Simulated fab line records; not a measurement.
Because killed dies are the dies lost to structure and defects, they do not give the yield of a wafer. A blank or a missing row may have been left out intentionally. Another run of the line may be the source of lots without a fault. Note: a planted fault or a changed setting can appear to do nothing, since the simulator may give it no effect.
Which tool is to blame? -- flow rit cmos -- 7 lots with 21 wafers sampled at 2 steps, on a route of 202 steps

== WHAT EACH GAUGE READ, for each wafer ==
RIT_NWELL_TW_MEAS_10.
lot,measured,on,NWELL_TW
L897,day 2 06:56,film metro-01,2133 2135 2139
L899,day 2 16:46,film metro-01,2147 2137 2136
L902,day 3 08:20,film metro-02,2093 2095 2097
L904,day 3 17:49,film metro-02,2152 2149 2149
L912,day 5 10:45,film metro-03,2179 2170 2173
L915,day 6 03:25,film metro-01,2135 2135 2138
L917,day 6 10:52,film metro-03,2167 2153 2160

== TOOL THAT RAN EACH LOT (tool first, then ch and the chambers of the sampled wafers, then the start) ==
lot,RIT_NWELL_DEVELOP_05
L897,"litho track-01 ch 0, day 2 06:00"
L899,"litho track-01 ch 0, day 2 15:00"
L902,"litho track-03 ch 0, day 3 07:00"
L904,"litho track-01 ch 0, day 3 17:00"
L912,"litho track-02 ch 0, day 5 09:00"
L915,"litho track-02 ch 0, day 6 02:00"
L917,"litho track-02 ch 0, day 6 10:00"
- RIT_NWELL_DEVELOP_05: develop time 68 s.

== THE ANSWER, worked out from the rows above alone ==
Rule: what is usual is taken from the lots themselves. Put in order of their means at a reading, lots are off if they are a third of the lots or fewer, leave a main group of 4 or more, and stand apart from it by a gap of 3 or more times the standard deviation of the main group's means; of several such gaps the widest counts. If all means in a main group match to the digits the tables above print for the reading, that group is not used. Also off: a lot with no number at a reading for which 4 or more lots have one. All remaining lots with rows at the step are treated as sound.
None of the lots is off at any reading shown; this tells nothing.

== WHAT THE SIMULATOR HAD PUT IN ==
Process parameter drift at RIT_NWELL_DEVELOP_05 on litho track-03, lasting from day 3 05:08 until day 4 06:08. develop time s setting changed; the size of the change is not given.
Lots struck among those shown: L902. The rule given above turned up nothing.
